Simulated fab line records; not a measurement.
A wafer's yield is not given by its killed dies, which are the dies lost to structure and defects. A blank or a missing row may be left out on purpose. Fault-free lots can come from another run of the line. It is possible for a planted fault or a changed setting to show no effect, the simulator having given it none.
Split-lot experiment || flow ritCmos || on a route of 202 steps: 5 lots, 23 wafers read

== ON THE SPLIT ==
At RIT_CONTACT_CVD_00 (deposits SiO2 from TEOS, target thk 400 nm, time 61 s), the setting timeS was moved away from the recipe's 61 s on 10 of the 23 wafers read, by -11.3% to +11.0%. This setting was run at the recipe's value on the other wafers.

No step appears in the file between the split and the reading.

== THE READING ==
CONTACT_TEOS_THK at RIT_CONTACT_THK_MEAS_01, in nm. A value of 402 nm with a standard deviation of 5.1 nm is what fault-free wafers of this fab line usually give.

{"wafer": "L074.1", "tool, chamber at the split": "pecvd-02, 0", "timeS as run, s": 61, "against the recipe": "recipe", "CONTACT_TEOS_THK, nm": 394, "against lot-mates on the recipe": "-"}
{"wafer": "L074.2", "tool, chamber at the split": "pecvd-02, 1", "timeS as run, s": 55.58, "against the recipe": "-8.9%", "CONTACT_TEOS_THK, nm": 375, "against lot-mates on the recipe": -28}
{"wafer": "L074.3", "tool, chamber at the split": "pecvd-02, 2", "timeS as run, s": 55.58, "against the recipe": "-8.9%", "CONTACT_TEOS_THK, nm": 371, "against lot-mates on the recipe": -32}
{"wafer": "L074.4", "tool, chamber at the split": "pecvd-02, 2", "timeS as run, s": 61, "against the recipe": "recipe", "CONTACT_TEOS_THK, nm": 413, "against lot-mates on the recipe": "-"}
{"wafer": "L074.6", "tool, chamber at the split": "pecvd-02, 1", "timeS as run, s": 55.58, "against the recipe": "-8.9%", "CONTACT_TEOS_THK, nm": 376, "against lot-mates on the recipe": -28}
{"wafer": "L075.2", "tool, chamber at the split": "pecvd-03, 2", "timeS as run, s": 54.11, "against the recipe": "-11.3%", "CONTACT_TEOS_THK, nm": 355, "against lot-mates on the recipe": -42}
{"wafer": "L075.3", "tool, chamber at the split": "pecvd-03, 0", "timeS as run, s": 61, "against the recipe": "recipe", "CONTACT_TEOS_THK, nm": 395, "against lot-mates on the recipe": "-"}
{"wafer": "L075.4", "tool, chamber at the split": "pecvd-03, 0", "timeS as run, s": 61, "against the recipe": "recipe", "CONTACT_TEOS_THK, nm": 400, "against lot-mates on the recipe": "-"}
{"wafer": "L075.5", "tool, chamber at the split": "pecvd-03, 2", "timeS as run, s": 54.11, "against the recipe": "-11.3%", "CONTACT_TEOS_THK, nm": 357, "against lot-mates on the recipe": -40}
{"wafer": "L075.6", "tool, chamber at the split": "pecvd-03, 1", "timeS as run, s": 54.11, "against the recipe": "-11.3%", "CONTACT_TEOS_THK, nm": 363, "against lot-mates on the recipe": -34}
{"wafer": "L080.1", "tool, chamber at the split": "pecvd-02, 0", "timeS as run, s": 61, "against the recipe": "recipe", "CONTACT_TEOS_THK, nm": 392, "against lot-mates on the recipe": "-"}
{"wafer": "L080.2", "tool, chamber at the split": "pecvd-02, 1", "timeS as run, s": 61, "against the recipe": "recipe", "CONTACT_TEOS_THK, nm": 398, "against lot-mates on the recipe": "-"}
{"wafer": "L080.5", "tool, chamber at the split": "pecvd-02, 0", "timeS as run, s": 61, "against the recipe": "recipe", "CONTACT_TEOS_THK, nm": 397, "against lot-mates on the recipe": "-"}
{"wafer": "L081.1", "tool, chamber at the split": "pecvd-03, 0", "timeS as run, s": 61, "against the recipe": "recipe", "CONTACT_TEOS_THK, nm": 396, "against lot-mates on the recipe": "-"}
{"wafer": "L081.2", "tool, chamber at the split": "pecvd-03, 1", "timeS as run, s": 61, "against the recipe": "recipe", "CONTACT_TEOS_THK, nm": 405, "against lot-mates on the recipe": "-"}
{"wafer": "L081.3", "tool, chamber at the split": "pecvd-03, 2", "timeS as run, s": 55.23, "against the recipe": "-9.5%", "CONTACT_TEOS_THK, nm": 360, "against lot-mates on the recipe": -42}
{"wafer": "L081.4", "tool, chamber at the split": "pecvd-03, 1", "timeS as run, s": 55.23, "against the recipe": "-9.5%", "CONTACT_TEOS_THK, nm": 375, "against lot-mates on the recipe": -27}
{"wafer": "L081.6", "tool, chamber at the split": "pecvd-03, 2", "timeS as run, s": 61, "against the recipe": "recipe", "CONTACT_TEOS_THK, nm": 404, "against lot-mates on the recipe": "-"}
{"wafer": "L082.2", "tool, chamber at the split": "pecvd-04, 1", "timeS as run, s": 61, "against the recipe": "recipe", "CONTACT_TEOS_THK, nm": 399, "against lot-mates on the recipe": "-"}
{"wafer": "L082.3", "tool, chamber at the split": "pecvd-04, 0", "timeS as run, s": 67.74, "against the recipe": "+11.0%", "CONTACT_TEOS_THK, nm": 448, "against lot-mates on the recipe": "+44"}
{"wafer": "L082.4", "tool, chamber at the split": "pecvd-04, 0", "timeS as run, s": 67.74, "against the recipe": "+11.0%", "CONTACT_TEOS_THK, nm": 451, "against lot-mates on the recipe": "+47"}
{"wafer": "L082.5", "tool, chamber at the split": "pecvd-04, 1", "timeS as run, s": 61, "against the recipe": "recipe", "CONTACT_TEOS_THK, nm": 407, "against lot-mates on the recipe": "-"}
{"wafer": "L082.6", "tool, chamber at the split": "pecvd-04, 2", "timeS as run, s": 61, "against the recipe": "recipe", "CONTACT_TEOS_THK, nm": 406, "against lot-mates on the recipe": "-"}

FIT RESULTS
A straight line over all 23 wafers: CONTACT_TEOS_THK changes by +3.79 nm for each +1% of timeS; r = +0.97; the points scatter about the line by 6.2 nm.
The same after taking each lot's own level away (the mean of its wafers on the recipe; 23 wafers): +3.68 nm for each +1%; r = +0.98; scatter 5 nm.
According to that fit, moving timeS by its largest amount changes the reading by 42 nm.
Across the lots, their own levels run from 395.7 to 404.0 nm, a range of 1.6 times the standard deviation given above.
Hence the lot-to-lot level has little effect on the slope; both slopes agree.
Check: -40 nm against its lot-mates is what the line predicts for one of the wafers moved furthest among these (-11.3%) when that wafer is left out of the fit. It came out at -42.5 nm against them.

== THE OTHER SPLITS THESE WAFERS WENT THROUGH ==
Before the reading, these wafers also passed through other splits. Each is held against what the fit with the lots' levels taken away leaves over:
{"other split on the same wafers": "RIT_SPACER_CVD_03 timeS", "wafers away from the commonest value": 15, "r with CONTACT_TEOS_THK (lot level and that fit taken away)": "+0.03"}
{"other split on the same wafers": "RIT_NSD_IMPLANT_08 doseCm2", "wafers away from the commonest value": 7, "r with CONTACT_TEOS_THK (lot level and that fit taken away)": "+0.26"}
{"other split on the same wafers": "RIT_PSD_COAT_01 spinRpm", "wafers away from the commonest value": 9, "r with CONTACT_TEOS_THK (lot level and that fit taken away)": -0.27}
{"other split on the same wafers": "RIT_SDANNEAL_CLEAN_01 timeS", "wafers away from the commonest value": 18, "r with CONTACT_TEOS_THK (lot level and that fit taken away)": -0.02}
{"other split on the same wafers": "RIT_SILICIDE_SPUTTER_01 timeS", "wafers away from the commonest value": 7, "r with CONTACT_TEOS_THK (lot level and that fit taken away)": -0.12}

== THE WHOLE CHAIN: every reading that the file lists as answering this split, in the file's order ==
{"step": "RIT_CONTACT_CVD_00", "what it does": "deposits SiO2 from TEOS, target thk 400 nm, time 61 s", "reading": "SiO2_of_CONTACT_CVD_00.thkNm (the simulator's own value, which no gauge read)", "change (the file's fit)": "+3.71 nm for each +1% of the setting", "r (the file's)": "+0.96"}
{"step": "RIT_CONTACT_THK_MEAS_01", "what it does": "", "reading": "CONTACT_TEOS_THK", "change (the file's fit)": "+3.69 for each +1% of the setting", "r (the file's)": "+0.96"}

== THE FILE'S OWN FIT ==
CONTACT_TEOS_THK changes by +3.69 nm for each +1% of timeS, r = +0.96.
